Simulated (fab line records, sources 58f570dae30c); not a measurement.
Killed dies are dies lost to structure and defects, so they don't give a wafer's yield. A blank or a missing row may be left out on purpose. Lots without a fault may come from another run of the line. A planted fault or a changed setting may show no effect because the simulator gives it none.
fab line records | flow berkeley_cmos170
record lots=5 wafers=15 last_day=13
route steps=331 shown PSD@181 NSD@187 BACKSIDE@199 SDANNEAL@204 PLDD@208 NLDD@209 SILICIDE@210 CONTACT@216
lots that met no fault: from a run of the same line without faults
start_h: hours from the record's first day to the start of the lot's first wafer shown | wait_h: hours since the lot's step before | " the same as in the row above | L1.1+2: a row that stands for several wafers | - no value, or no start given | * or withheld: withheld | < > ~ a bound
route shown NAME@n: a module of which the file shows steps, and the number in the route of the first | usual: mean/standard deviation of fault-free wafers | same: alike in all rows | chamber/n: place in a boat | sites: the reading at each site | _std_site: their standard deviation | _edge_site: outer sites' mean less inner sites' | radius_mm: how far each site lies from the wafer's centre | mask NAME#n: copy n | behind: the tool/chamber that last shaped the wafer | hold: why the lot was held/for how many hours/how that ended | device: the transistor (n, p or np) that didn't switch | end of line: the same wafers' tests at the end of the route | a step without rows: its recipe alone | killed: dies lost to structure and defects at the first sort, not the wafer's yield | map: a wafer's dies, x killed, . not, _ none there
set.NAME: the setting as run; set.NAME@STEP: as run at that earlier step | model.NAME: the simulator's own value behind a step, which no gauge read
lots at some steps of the route; a table a step, a row a wafer
services: from which hour (start_h, from the record's first day; less than 0 if before it) a tool's chamber was out of use, for how many hours, and why
## steps
# step UCB170_PSD_CD_MEAS_06
# recipe target_cd_nm=1200
# usual cd_nm=1199.6/1.3
# columns lot.wafer tool chamber start_h wait_h cd_nm
L076.2 cd_sem-02 - 177.89 - 1198.3
L076.4 " - " " 1198.6
L076.6 " - " " 1199.2
L085.1 cd_sem-01 - 211.56 - 1198.5
L085.3 " - " " 1199.0
L085.5 " - " " 1199.2
L088.2 cd_sem-02 - 231.55 - 1198.5
L088.4 " - " " 1197.4
L088.5 " - " " 1197.2
L095.4 cd_sem-02 - 273.63 - 1200.6
L095.5 " - " " 1200.9
L095.6 " - " " 1200.1
L097.1 cd_sem-02 - 284.68 - 1199.7
L097.2 " - " " 1198.5
L097.4 " - " " 1199.5
# step UCB170_PSD_OVL_MEAS_07
# usual PSD_OVL=-3/6
# columns lot.wafer tool chamber start_h wait_h PSD_OVL[nm]
L076.2 overlay-02 - 178.00 0.1 -7
L076.4 " - " " -8
L076.6 " - " " -11
L085.1 overlay-01 - 211.68 0.1 -1
L085.3 " - " " -2
L085.5 " - " " 4
L088.2 overlay-01 - 231.65 0.1 -7
L088.4 " - " " -9
L088.5 " - " " 1
L095.4 overlay-01 - 273.71 0.1 0
L095.5 " - " " -15
L095.6 " - " " -4
L097.1 overlay-02 - 284.80 0.1 -2
L097.2 " - " " -1
L097.4 " - " " 4
# step UCB170_PSD_IMPLANT_08
# recipe species=B dose_cm2=3e+15 energy_kev=20 tilt_deg=7
# usual beam_on_s=10.00/0.19
# columns lot.wafer tool chamber start_h wait_h beam_on_s
L076.2 implanter-01 0 178.05 0.0 10.04
L076.4 " 0 " " 9.92
L076.6 " 0 " " 9.92
L085.1 implanter-03 0 211.72 0.0 9.95
L085.3 " 0 " " 10.16
L085.5 " 0 " " 9.93
L088.2 implanter-04 0 231.71 0.0 9.82
L088.4 " 0 " " 10.09
L088.5 " 0 " " 9.91
L095.4 implanter-03 0 273.80 0.1 10.25
L095.5 " 0 " " 10.20
L095.6 " 0 " " 9.98
L097.1 implanter-01 0 284.84 0.0 10.09
L097.2 " 0 " " 10.05
L097.4 " 0 " " 9.85
# step UCB170_PSD_STRIP_09
# recipe chemistry=O2 power_w=400 pressure_mtorr=3500 platen_temp_c=withheld o2_flow_sccm=400 overash_fraction=0.5
# usual drypump_motor_current_A=5.6/0.38 oes_product_au=0.601/0.0045 strip_time_to_endpoint_s=29.39/0.076
# columns lot.wafer tool chamber start_h wait_h drypump_motor_current_A oes_product_au rf_hours_counter_h strip_time_to_endpoint_s
L076.2 plasma_asher-02 1 178.18 0.1 5.3 0.598 43 29.37
L076.4 " 1 " " 5.4 0.598 - 29.33
L076.6 " 1 " " 5.3 0.596 - 29.43
L085.1 plasma_asher-02 0 211.87 0.1 6.1 0.603 47 29.47
L085.3 " 1 " " 5.4 0.596 - 29.52
L085.5 " 1 " " 5.4 0.607 - 29.52
L088.2 plasma_asher-03 0 231.83 0.1 5.2 0.610 45 29.33
L088.4 " 0 " " 5.2 0.605 - 29.39
L088.5 " 1 " " 5.5 0.598 - 29.29
L095.4 plasma_asher-03 0 273.91 0.1 5.2 0.603 - 29.57
L095.5 " 1 " " 5.5 0.599 - 29.50
L095.6 " 0 " " 5.2 0.599 - 29.58
L097.1 plasma_asher-03 0 284.99 0.1 5.2 0.604 51 29.33
L097.2 " 1 " " 5.5 0.598 51 29.29
L097.4 " 0 " " 5.2 0.597 - 29.27
# step UCB170_PSD_TW_MEAS_10
# usual PSD_TW=2324/20
# columns lot.wafer tool chamber start_h wait_h PSD_TW
L076.2 film_metro-02 - 178.29 0.1 2285
L076.4 " - " " 2298
L076.6 " - " " 2285
L085.1 film_metro-04 - 211.97 0.1 2343
L085.3 " - " " 2349
L085.5 " - " " 2344
L088.2 film_metro-04 - 231.94 0.1 2331
L088.4 " - " " 2332
L088.5 " - " " 2335
L095.4 film_metro-01 - 274.01 0.1 2327
L095.5 " - " " 2335
L095.6 " - " " 2330
L097.1 film_metro-04 - 285.09 0.1 2341
L097.2 " - " " 2329
L097.4 " - " " 2333
# step UCB170_PSD_CLEAN_11
# recipe chemistry=SPM temp_c=120 time_s=600
# columns lot.wafer tool chamber start_h wait_h
L076.2+4+6 wet_bench-01 1 179.15 0.9
L085.1+3+5 wet_bench-01 1 213.88 1.9
L088.2+4+5 wet_bench-02 0 234.55 2.6
L095.4+5+6 wet_bench-01 2 274.04 0.0
L097.1+2+4 wet_bench-04 2 285.15 0.1
# step UCB170_NSD_HMDS_00
# recipe prime_time_s=60 prime_temp_c=100
# columns lot.wafer tool chamber start_h wait_h
L076.2+4+6 litho_track-01 0 179.37 0.0
L085.1+3+5 litho_track-04 0 214.53 0.5
L088.2+4+5 litho_track-01 0 235.02 0.3
L095.4+5+6 litho_track-01 0 275.27 1.0
L097.1+2+4 litho_track-03 0 285.68 0.4
# step UCB170_NSD_COAT_01
# recipe resist=KrF spin_rpm=1500 resist_thk_nm=900
# columns lot.wafer tool chamber start_h wait_h
L076.2+4+6 litho_track-01 0 179.52 0.1
L085.1+3+5 litho_track-04 0 214.68 0.1
L088.2+4+5 litho_track-01 0 235.17 0.1
L095.4+5+6 litho_track-01 0 275.42 0.1
L097.1+2+4 litho_track-03 0 285.83 0.1
# step UCB170_NSD_SOFTBAKE_02
# recipe resist=KrF temp_c=130 time_s=60
# columns lot.wafer tool chamber start_h wait_h
L076.2+4+6 litho_track-01 0 179.67 0.1
L085.1+3+5 litho_track-04 0 214.83 0.1
L088.2+4+5 litho_track-01 0 235.32 0.1
L095.4+5+6 litho_track-01 0 275.57 0.1
L097.1+2+4 litho_track-03 0 285.98 0.1
# step UCB170_NSD_EXPOSE_03
# recipe mask_id=NSELECT_MOD na=0.5 sigma_outer=0.6 source_shape=conventional target_cd_nm=1200 dose_mj=30
# usual focus_offset_nm=0.2/0.45 stage_vel_mm_s=499.99/0.24
# columns lot.wafer tool chamber start_h wait_h mask focus_offset_nm stage_vel_mm_s
L076.2 krf_scanner-01 0 179.94 0.2 NSELECT_MOD#0 0.3 499.56
L076.4 " 0 " " NSELECT_MOD#0 -0.4 499.42
L076.6 " 0 " " NSELECT_MOD#0 -0.4 499.77
L085.1 krf_scanner-01 0 214.98 0.1 NSELECT_MOD#0 0.0 500.24
L085.3 " 0 " " NSELECT_MOD#0 0.7 500.11
L085.5 " 0 " " NSELECT_MOD#0 0.5 499.97
L088.2 krf_scanner-01 0 235.59 0.2 NSELECT_MOD#0 -0.4 499.87
L088.4 " 0 " " NSELECT_MOD#0 0.5 499.78
L088.5 " 0 " " NSELECT_MOD#0 0.3 499.96
L095.4 krf_scanner-01 0 - - NSELECT_MOD#0 0.3 500.04
L095.5 " 0 " " NSELECT_MOD#0 -0.2 500.19
L095.6 " 0 " " NSELECT_MOD#0 0.0 500.34
L097.1 krf_scanner-01 0 286.13 0.1 NSELECT_MOD#0 1.2 499.85
L097.2 " 0 " " NSELECT_MOD#0 1.0 499.81
L097.4 " 0 " " NSELECT_MOD#0 0.9 500.14
# step UCB170_NSD_PEB_04
# recipe peb_temp_c=130 peb_time_s=withheld resist=KrF
# columns lot.wafer tool chamber start_h wait_h
L076.2+4+6 litho_track-01 0 180.06 0.1
L085.1+3+5 litho_track-01 0 215.43 0.4
L088.2+4+5 litho_track-03 0 235.94 0.3
L095.4+5+6 litho_track-04 0 - -
L097.1+2+4 litho_track-04 0 286.75 0.6
# step UCB170_NSD_DEVELOP_05
# recipe developer=TMAH develop_time_s=45 resist=KrF dev_temp_c=21
# columns lot.wafer tool chamber start_h wait_h
L076.2+4+6 litho_track-01 0 - -
L085.1+3+5 litho_track-01 0 - -
L088.2+4+5 litho_track-03 0 - -
L095.4+5+6 litho_track-04 0 - -
L097.1+2+4 litho_track-04 0 - -
# step UCB170_NSD_CD_MEAS_06
# recipe target_cd_nm=1200
# usual cd_nm=1200.0/1.3
# columns lot.wafer tool chamber start_h wait_h cd_nm
L076.2 cd_sem-01 - 180.34 - 1199.1
L076.4 " - " " 1199.8
L076.6 " - " " 1198.4
L085.1 cd_sem-02 - 215.71 - 1197.0
L085.3 " - " " 1198.2
L085.5 " - " " 1199.2
L088.2 cd_sem-01 - 236.21 - 1201.8
L088.4 " - " " 1201.0
L088.5 " - " " 1200.0
L095.4 cd_sem-02 - 277.43 - 1200.7
L095.5 " - " " 1200.6
L095.6 " - " " 1200.4
L097.1 cd_sem-02 - 287.03 - 1201.7
L097.2 " - " " 1202.0
L097.4 " - " " 1200.9
# step UCB170_NSD_OVL_MEAS_07
# usual NSD_OVL=-3/4.8
# columns lot.wafer tool chamber start_h wait_h NSD_OVL[nm]
L076.2 overlay-01 - 180.44 0.1 -9
L076.4 " - " " -10
L076.6 " - " " -8
L085.1 overlay-02 - 215.83 0.1 -3
L085.3 " - " " 2
L085.5 " - " " -1
L088.2 overlay-01 - 236.31 0.1 -9
L088.4 " - " " -7
L088.5 " - " " -10
L095.4 overlay-01 - 277.51 0.1 -1
L095.5 " - " " 2
L095.6 " - " " -8
L097.1 overlay-02 - 287.15 0.1 -4
L097.2 " - " " -10
L097.4 " - " " -3
# step UCB170_NSD_IMPLANT_08
# recipe species=P dose_cm2=3e+15 energy_kev=40 tilt_deg=7
# usual beam_on_s=9.99/0.21
# columns lot.wafer tool chamber start_h wait_h beam_on_s
L076.2 implanter-01 0 180.50 0.0 9.80
L076.4 " 0 " " 9.88
L076.6 " 0 " " 10.21
L085.1 implanter-04 0 215.86 0.0 10.23
L085.3 " 0 " " 9.93
L085.5 " 0 " " 9.97
L088.2 implanter-01 0 236.37 0.0 10.15
L088.4 " 0 " " 10.05
L088.5 " 0 " " 10.12
L095.4 implanter-02 0 277.60 0.1 9.94
L095.5 " 0 " " 9.84
L095.6 " 0 " " 10.23
L097.1 implanter-01 0 287.18 0.0 10.05
L097.2 " 0 " " 10.29
L097.4 " 0 " " 9.58
# step UCB170_NSD_STRIP_09
# recipe chemistry=O2 power_w=400 pressure_mtorr=3500 platen_temp_c=withheld o2_flow_sccm=400 overash_fraction=0.5
# usual drypump_motor_current_A=5.6/0.33 oes_product_au=0.533/0.0044 strip_time_to_endpoint_s=35.80/0.077
# columns lot.wafer tool chamber start_h wait_h drypump_motor_current_A oes_product_au rf_hours_counter_h strip_time_to_endpoint_s
L076.2 plasma_asher-02 1 180.62 0.1 5.3 0.530 44 35.84
L076.4 " 1 " " 5.3 0.529 - 35.74
L076.6 " 1 " " 5.3 0.539 - 35.81
L085.1 plasma_asher-03 1 216.01 0.1 5.5 0.533 43 35.70
L085.3 " 1 " " 5.5 0.530 - 35.72
L085.5 " 1 " " 5.5 0.537 - 35.70
L088.2 plasma_asher-04 1 236.49 0.1 5.7 0.541 14 35.80
L088.4 " 1 " " 5.7 0.530 - 35.75
L088.5 " 1 " " 5.7 0.539 - 35.78
L095.4 plasma_asher-03 1 277.71 0.1 5.5 0.533 - 35.78
L095.5 " 1 " " 5.5 0.537 - 35.76
L095.6 " 0 " " 5.2 0.540 - 35.71
L097.1 plasma_asher-03 1 287.33 0.1 5.5 0.525 51 35.80
L097.2 " 0 " " 5.2 0.534 51 35.77
L097.4 " 0 " " 5.2 0.536 - 35.74
# step UCB170_NSD_TW_MEAS_10
# usual NSD_TW=4169/35
# columns lot.wafer tool chamber start_h wait_h NSD_TW
L076.2 film_metro-01 - 180.73 0.1 4171
L076.4 " - " " 4192
L076.6 " - " " 4174
L085.1 film_metro-01 - 216.11 0.1 4203
L085.3 " - " " 4190
L085.5 " - " " 4215
L088.2 film_metro-01 - 236.60 0.1 4192
L088.4 " - " " 4174
L088.5 " - " " 4185
L095.4 film_metro-02 - 277.81 0.1 4146
L095.5 " - " " 4143
L095.6 " - " " 4144
L097.1 film_metro-04 - 287.43 0.1 4209
L097.2 " - " " 4193
L097.4 " - " " 4220
# step UCB170_NSD_CLEAN_11
# recipe chemistry=SPM temp_c=120 time_s=600
# columns lot.wafer tool chamber start_h wait_h
L076.2+4+6 wet_bench-03 3 180.78 0.0
L085.1+3+5 wet_bench-04 3 216.17 0.1
L088.2+4+5 wet_bench-03 2 236.65 0.0
L095.4+5+6 wet_bench-03 2 277.84 0.0
L097.1+2+4 wet_bench-03 3 287.49 0.1
# step UCB170_BACKSIDE_HMDS_00
# recipe prime_time_s=60 prime_temp_c=100
# columns lot.wafer tool chamber start_h wait_h
L076.2+4+6 litho_track-01 0 181.00 0.0
L085.1+3+5 litho_track-04 0 216.43 0.1
L088.2+4+5 litho_track-02 0 236.85 0.0
L095.4+5+6 litho_track-01 0 279.42 1.4
L097.1+2+4 litho_track-02 0 287.73 0.1
# step UCB170_BACKSIDE_COAT_01
# recipe resist=KrF spin_rpm=1500 resist_thk_nm=900
# columns lot.wafer tool chamber start_h wait_h
L076.2+4+6 litho_track-01 0 181.15 0.1
L085.1+3+5 litho_track-04 0 216.58 0.1
L088.2+4+5 litho_track-02 0 237.00 0.1
L095.4+5+6 litho_track-01 0 279.57 0.1
L097.1+2+4 litho_track-02 0 287.88 0.1
# step UCB170_BACKSIDE_SOFTBAKE_02
# recipe resist=KrF temp_c=130 time_s=60
# columns lot.wafer tool chamber start_h wait_h
L076.2+4+6 litho_track-01 0 181.30 0.1
L085.1+3+5 litho_track-04 0 216.73 0.1
L088.2+4+5 litho_track-02 0 237.15 0.1
L095.4+5+6 litho_track-01 0 279.72 0.1
L097.1+2+4 litho_track-02 0 288.03 0.1
# step UCB170_BACKSIDE_STRIP_03
# recipe chemistry=O2 power_w=400 pressure_mtorr=3500 platen_temp_c=withheld o2_flow_sccm=400 overash_fraction=0.5
# usual drypump_motor_current_A=5.8/0.3 oes_product_au=0.735/0.0045 strip_time_to_endpoint_s=21.96/0.069
# columns lot.wafer tool chamber start_h wait_h drypump_motor_current_A oes_product_au rf_hours_counter_h strip_time_to_endpoint_s
L076.2 plasma_asher-04 0 181.42 0.1 5.9 0.731 8 21.97
L076.4 " 0 " " 5.9 0.727 - 22.10
L076.6 " 1 " " 5.7 0.732 - 21.98
L085.1 plasma_asher-04 1 216.88 0.1 5.7 0.734 12 22.06
L085.3 " 0 " " 5.9 0.733 - 22.00
L085.5 " 1 " " 5.7 0.737 - 21.95
L088.2 plasma_asher-04 1 237.28 0.1 5.7 0.734 14 21.89
L088.4 " 1 " " 5.7 0.740 - 21.91
L088.5 " 0 " " 6.0 0.733 - 21.98
L095.4 plasma_asher-04 1 279.83 0.1 5.7 0.741 - 21.86
L095.5 " 1 " " 5.7 0.732 - 21.86
L095.6 " 0 " " 5.9 0.739 - 21.83
L097.1 plasma_asher-01 1 288.18 0.1 6.3 0.724 58 21.99
L097.2 " 0 " " 5.6 0.737 58 21.99
L097.4 " 0 " " 5.6 0.730 - 21.99
# step UCB170_BACKSIDE_CLEAN_04
# recipe chemistry=SPM temp_c=120 time_s=600
# columns lot.wafer tool chamber start_h wait_h
L076.2+4+6 wet_bench-03 1 181.54 0.1
L085.1+3+5 wet_bench-02 1 216.98 0.1
L088.2+4+5 wet_bench-03 2 237.38 0.1
L095.4+5+6 wet_bench-03 3 280.27 0.4
L097.1+2+4 wet_bench-02 0 288.28 0.1
# step UCB170_SDANNEAL_RTA_00
# recipe temp_c=900 time_s=10 ambient=N2
# usual lamp_power_pct=23.91/0.16 wafer_temp_C_max=904.1/0.89
# columns lot.wafer tool chamber start_h wait_h lamp_power_pct wafer_temp_C_max
L076.2 rtp_anneal-02 0 181.78 0.0 24.04 904.7
L076.4 " 0 " " 24.04 903.3
L076.6 " 0 " " 24.00 904.7
L085.1 rtp_anneal-01 0 217.16 0.0 23.68 903.0
L085.3 " 0 " " 23.66 903.1
L085.5 " 0 " " 23.67 903.4
L088.2 rtp_anneal-02 0 237.58 0.0 24.03 903.8
L088.4 " 0 " " 24.03 903.7
L088.5 " 0 " " 24.02 905.5
L095.4 rtp_anneal-01 0 280.48 0.0 23.70 903.5
L095.5 " 0 " " 23.68 904.6
L095.6 " 0 " " 23.71 904.0
L097.1 rtp_anneal-02 0 288.45 0.0 24.00 906.0
L097.2 " 0 " " 24.03 904.4
L097.4 " 0 " " 24.04 904.1
# step UCB170_SDANNEAL_RTA_01
# recipe temp_c=1050 time_s=5 ambient=N2
# usual lamp_power_pct=36.92/0.24 wafer_temp_C_max=1054.7/1.2
# columns lot.wafer tool chamber start_h wait_h lamp_power_pct wafer_temp_C_max
L076.2 rtp_anneal-02 0 182.04 0.2 37.09 1054.4
L076.4 " 0 " " 37.10 1054.8
L076.6 " 0 " " 37.07 1054.9
L085.1 rtp_anneal-01 0 217.22 0.1 36.59 1053.6
L085.3 " 0 " " 36.63 1053.3
L085.5 " 0 " " 36.58 1053.8
L088.2 rtp_anneal-02 0 237.65 0.1 37.14 1056.5
L088.4 " 0 " " 37.13 1054.7
L088.5 " 0 " " 37.10 1055.1
L095.4 rtp_anneal-01 0 280.54 0.1 36.64 1054.3
L095.5 " 0 " " 36.60 1054.0
L095.6 " 0 " " 36.56 1053.9
L097.1 rtp_anneal-02 0 288.52 0.1 37.07 1056.3
L097.2 " 0 " " 37.08 1056.7
L097.4 " 0 " " 37.08 1056.1
# step UCB170_SDANNEAL_RS_MEAS_02
# recipe thk_meas_gauge=four-point-probe
# usual PSD_RS=75.6/0.3
# columns lot.wafer tool chamber start_h wait_h PSD_RS[ohm/sq]
L076.2 film_metro-04 - 182.26 0.2 75.3
L076.4 " - " " 75.6
L076.6 " - " " 75.4
L085.1 film_metro-01 - 217.28 0.0 75.7
L085.3 " - " " 75.9
L085.5 " - " " 75.7
L088.2 film_metro-02 - 237.71 0.1 75.7
L088.4 " - " " 75.7
L088.5 " - " " 75.7
L095.4 film_metro-04 - 280.63 0.1 75.5
L095.5 " - " " 75.0
L095.6 " - " " 74.7
L097.1 film_metro-01 - 288.58 0.0 75.7
L097.2 " - " " 75.7
L097.4 " - " " 75.6
# step UCB170_SDANNEAL_RS_MEAS_03
# recipe thk_meas_gauge=four-point-probe
# usual NSD_RS=37.26/0.079
# columns lot.wafer tool chamber start_h wait_h NSD_RS[ohm/sq]
L076.2 film_metro-04 - 182.38 0.1 37.12
L076.4 " - " " 37.16
L076.6 " - " " 37.18
L085.1 film_metro-01 - 217.40 0.1 37.30
L085.3 " - " " 37.18
L085.5 " - " " 37.30
L088.2 film_metro-02 - 237.83 0.1 37.29
L088.4 " - " " 37.33
L088.5 " - " " 37.26
L095.4 film_metro-04 - 280.75 0.1 37.29
L095.5 " - " " 37.35
L095.6 " - " " 37.27
L097.1 film_metro-01 - 288.70 0.1 37.14
L097.2 " - " " 37.35
L097.4 " - " " 37.28
# step UCB170_SDANNEAL_RS_MEAS_04
# recipe thk_meas_gauge=four-point-probe
# usual PLDD_RS=1033/3.2
# columns lot.wafer tool chamber start_h wait_h PLDD_RS[ohm/sq]
L076.2 film_metro-04 - 182.50 0.1 1029
L076.4 " - " " 1030
L076.6 " - " " 1027
L085.1 film_metro-01 - 217.52 0.1 1038
L085.3 " - " " 1036
L085.5 " - " " 1035
L088.2 film_metro-02 - 237.95 0.1 1024
L088.4 " - " " 1029
L088.5 " - " " 1027
L095.4 film_metro-04 - 280.87 0.1 1033
L095.5 " - " " 1033
L095.6 " - " " 1028
L097.1 film_metro-01 - 288.82 0.1 1036
L097.2 " - " " 1035
L097.4 " - " " 1036
# step UCB170_SDANNEAL_RS_MEAS_05
# recipe thk_meas_gauge=four-point-probe
# usual NLDD_RS=616.3/1.7
# columns lot.wafer tool chamber start_h wait_h NLDD_RS[ohm/sq]
L076.2 film_metro-04 - 182.62 0.1 615.1
L076.4 " - " " 616.1
L076.6 " - " " 617.2
L085.1 film_metro-01 - 217.64 0.1 615.6
L085.3 " - " " 614.8
L085.5 " - " " 614.6
L088.2 film_metro-02 - 238.07 0.1 616.7
L088.4 " - " " 617.8
L088.5 " - " " 616.8
L095.4 film_metro-04 - 280.99 0.1 619.3
L095.5 " - " " 619.9
L095.6 " - " " 618.6
L097.1 film_metro-01 - 288.94 0.1 616.2
L097.2 " - " " 614.6
L097.4 " - " " 615.3
# step UCB170_SILICIDE_PRE_CLEAN_00
# recipe gas=Ar preclean_etch_time_s=60
# same preclean_etch_time_s=60
# columns lot.wafer tool chamber start_h wait_h
L076.2+4+6 pvd_sputter-04 - 182.72 0.1
L085.1+3+5 pvd_sputter-04 - 217.76 0.1
L088.2+4+5 pvd_sputter-01 - 238.17 0.1
L095.4+5+6 pvd_sputter-03 - 281.05 0.0
L097.1+2+4 pvd_sputter-01 - 289.06 0.1
# step UCB170_SILICIDE_SPUTTER_01
# recipe material=Ti target_thk_nm=30 time_s=25 power_w=1500 chamber_pressure_pa=0.5
# usual chamber_pressure_pa=0.5000/0.00091 throttle_valve_pct=30.0/1.4
# columns lot.wafer tool chamber start_h wait_h chamber_pressure_pa throttle_valve_pct
L076.2 pvd_sputter-04 - 182.78 0.0 0.4989 30.1
L076.4 " - " " 0.5003 30.3
L076.6 " - " " 0.4998 31.0
L085.1 pvd_sputter-04 - 217.83 0.0 0.5009 30.2
L085.3 " - " " 0.5006 31.2
L085.5 " - " " 0.4997 30.4
L088.2 pvd_sputter-01 - 238.24 0.0 0.4990 28.3
L088.4 " - " " 0.4993 30.9
L088.5 " - " " 0.5001 31.7
L095.4 pvd_sputter-03 - 281.12 0.0 0.4998 28.3
L095.5 " - " " 0.5004 31.6
L095.6 " - " " 0.4996 29.0
L097.1 pvd_sputter-01 - 289.12 0.0 0.4988 29.7
L097.2 " - " " 0.4988 31.5
L097.4 " - " " 0.5009 28.3
# step UCB170_SILICIDE_RS_MEAS_02
# recipe thk_meas_gauge=four-point-probe reads=Ti_of_SILICIDE_SPUTTER_01
# usual SILICIDE_TI_RS=26.2/0.35
# columns lot.wafer tool chamber start_h wait_h SILICIDE_TI_RS[ohm/sq]
L076.2 film_metro-03 - 182.83 0.0 26.5
L076.4 " - " " 25.8
L076.6 " - " " 26.0
L085.1 film_metro-04 - 217.86 0.0 26.5
L085.3 " - " " 26.3
L085.5 " - " " 26.4
L088.2 film_metro-04 - 238.29 0.0 26.5
L088.4 " - " " 26.0
L088.5 " - " " 26.7
L095.4 film_metro-02 - 281.21 0.1 26.3
L095.5 " - " " 26.1
L095.6 " - " " 25.7
L097.1 film_metro-03 - 289.16 0.0 26.1
L097.2 " - " " 26.4
L097.4 " - " " 26.1
# step UCB170_SILICIDE_THK_MEAS_03
# recipe thk_meas_gauge=xrf reads=Ti_of_SILICIDE_SPUTTER_01
# usual SILICIDE_TI_THK=29.0/0.34
# columns lot.wafer tool chamber start_h wait_h SILICIDE_TI_THK[nm]
L076.2 film_metro-03 - 182.94 0.1 28.7
L076.4 " - " " 29.3
L076.6 " - " " 29.2
L085.1 film_metro-04 - 217.98 0.1 28.9
L085.3 " - " " 29.0
L085.5 " - " " 28.8
L088.2 film_metro-04 - 238.40 0.1 28.6
L088.4 " - " " 29.1
L088.5 " - " " 28.6
L095.4 film_metro-02 - 281.30 0.1 28.8
L095.5 " - " " 29.0
L095.6 " - " " 29.2
L097.1 film_metro-03 - 289.28 0.1 29.2
L097.2 " - " " 28.9
L097.4 " - " " 29.1
# step UCB170_SILICIDE_RTA_04
# recipe temp_c=650 time_s=15 ambient=N2
# usual lamp_power_pct=10.24/0.07 wafer_temp_C_max=652.9/0.76
# columns lot.wafer tool chamber start_h wait_h lamp_power_pct wafer_temp_C_max
L076.2 rtp_anneal-02 0 183.02 0.1 10.31 652.0
L076.4 " 0 " " 10.30 652.7
L076.6 " 0 " " 10.30 653.0
L085.1 rtp_anneal-01 0 218.04 0.1 10.16 652.4
L085.3 " 0 " " 10.16 651.8
L085.5 " 0 " " 10.16 652.8
L088.2 rtp_anneal-02 0 238.46 0.1 10.29 653.7
L088.4 " 0 " " 10.31 654.3
L088.5 " 0 " " 10.30 653.1
L095.4 rtp_anneal-02 0 281.37 0.1 10.30 653.4
L095.5 " 0 " " 10.30 652.8
L095.6 " 0 " " 10.29 654.5
L097.1 rtp_anneal-01 0 289.34 0.1 10.17 653.4
L097.2 " 0 " " 10.15 652.2
L097.4 " 0 " " 10.16 651.2
# step UCB170_SILICIDE_WET_ETCH_05
# recipe chemistry=SPM time_s=45 temp_c=120 target=Ti
# columns lot.wafer tool chamber start_h wait_h
L076.2+4+6 wet_bench-02 0 183.14 0.1
L085.1+3+5 wet_bench-02 1 218.11 0.1
L088.2+4+5 wet_bench-03 1 238.53 0.1
L095.4+5+6 wet_bench-03 3 281.40 0.0
L097.1+2+4 wet_bench-02 1 289.41 0.1
# step UCB170_CONTACT_CLEAN_00
# recipe chemistry=SPM temp_c=120 time_s=600
# columns lot.wafer tool chamber start_h wait_h
L076.2+4+6 wet_bench-02 2 183.16 0.0
L085.1+3+5 wet_bench-03 1 218.13 0.0
L088.2+4+5 wet_bench-04 0 238.55 0.0
L095.4+5+6 wet_bench-03 3 281.43 0.0
L097.1+2+4 wet_bench-02 1 289.43 0.0
# step UCB170_CONTACT_CVD_01
# recipe material=PSG target_thk_nm=700 temp_c=450 precursor=SiH4/O2/PH3 time_s=2820 pressure_mtorr=300 sih4_flow_sccm=60 o2_flow_sccm=90 ph3_flow_sccm=25
# usual spike_tc_load_C=468.0/2
# columns lot.wafer tool chamber start_h wait_h spike_tc_load_C
L076.2 lpcvd-02 1 185.16 1.8 467.5
L076.4 " 1 " " 465.9
L076.6 " 1 " " 466.4
L085.1 lpcvd-02 1 219.10 0.8 466.1
L085.3 " 1 " " 466.0
L085.5 " 1 " " 465.2
L088.2 lpcvd-02 0 240.14 1.4 469.3
L088.4 " 0 " " 470.3
L088.5 " 0 " " 469.3
L095.4 lpcvd-02 1 282.37 0.8 466.0
L095.5 " 1 " " 466.0
L095.6 " 1 " " 467.3
L097.1 lpcvd-02 1 290.71 1.1 467.1
L097.2 " 1 " " 467.0
L097.4 " 1 " " 466.8
# step UCB170_CONTACT_THK_MEAS_02
# recipe reads=PSG_of_CONTACT_CVD_01
# usual CONTACT_PSG_THK=704/6.4
# columns lot.wafer tool chamber start_h wait_h CONTACT_PSG_THK[nm]
L076.2 film_metro-01 - 186.95 0.0 705
L076.4 " - " " 699
L076.6 " - " " 703
L085.1 film_metro-01 - 220.89 0.0 697
L085.3 " - " " 697
L085.5 " - " " 705
L088.2 film_metro-02 - 241.93 0.0 710
L088.4 " - " " 705
L088.5 " - " " 707
L095.4 film_metro-01 - 284.18 0.0 696
L095.5 " - " " 698
L095.6 " - " " 699
L097.1 film_metro-01 - 292.49 0.0 691
L097.2 " - " " 688
L097.4 " - " " 693
# step UCB170_CONTACT_HMDS_03
# recipe prime_time_s=60 prime_temp_c=100
# columns lot.wafer tool chamber start_h wait_h
L076.2+4+6 litho_track-02 0 187.99 1.0
L085.1+3+5 litho_track-03 0 220.95 0.1
L088.2+4+5 litho_track-02 0 242.27 0.3
L095.4+5+6 litho_track-04 0 284.29 0.1
L097.1+2+4 litho_track-02 0 292.81 0.3
# step UCB170_CONTACT_COAT_04
# recipe resist=KrF spin_rpm=1500 resist_thk_nm=900
# columns lot.wafer tool chamber start_h wait_h
L076.2+4+6 litho_track-02 0 188.14 0.1
L085.1+3+5 litho_track-03 0 221.10 0.1
L088.2+4+5 litho_track-02 0 242.42 0.1
L095.4+5+6 litho_track-04 0 284.44 0.1
L097.1+2+4 litho_track-02 0 292.96 0.1
# step UCB170_CONTACT_SOFTBAKE_05
# recipe resist=KrF temp_c=130 time_s=60
# columns lot.wafer tool chamber start_h wait_h
L076.2+4+6 litho_track-02 0 188.29 0.1
L085.1+3+5 litho_track-03 0 221.25 0.1
L088.2+4+5 litho_track-02 0 242.57 0.1
L095.4+5+6 litho_track-04 0 284.59 0.1
L097.1+2+4 litho_track-02 0 293.11 0.1
## services
# columns tool chamber start_h hours kind
plasma_asher-01 - 155.11 5.2 repair
krf_scanner-01 - 184.91 4.0 pm
implanter-03 - 187.93 1.9 pm
implanter-03 - 189.96 1.7 repair
litho_track-03 - 193.57 - consumable_replace:filter
plasma_asher-02 - 196.50 2.8 pm
rtp_anneal-02 - 198.39 3.6 pm
pvd_sputter-04 - 206.11 6.7 repair
implanter-04 - 221.66 3.4 repair
plasma_asher-01 - 225.93 0.7 repair
lpcvd-02 - 226.89 1.8 repair
krf_scanner-01 - 231.23 1.0 pm
implanter-04 - 233.33 3.7 repair
krf_scanner-01 0 241.27 - calibration
implanter-01 - 242.66 6.4 pm
krf_scanner-01 - 256.81 1.3 pm
krf_scanner-01 - 267.09 0.4 repair
implanter-03 - 279.59 9.3 repair
implanter-01 - 292.10 4.3 repair
## key
fault none
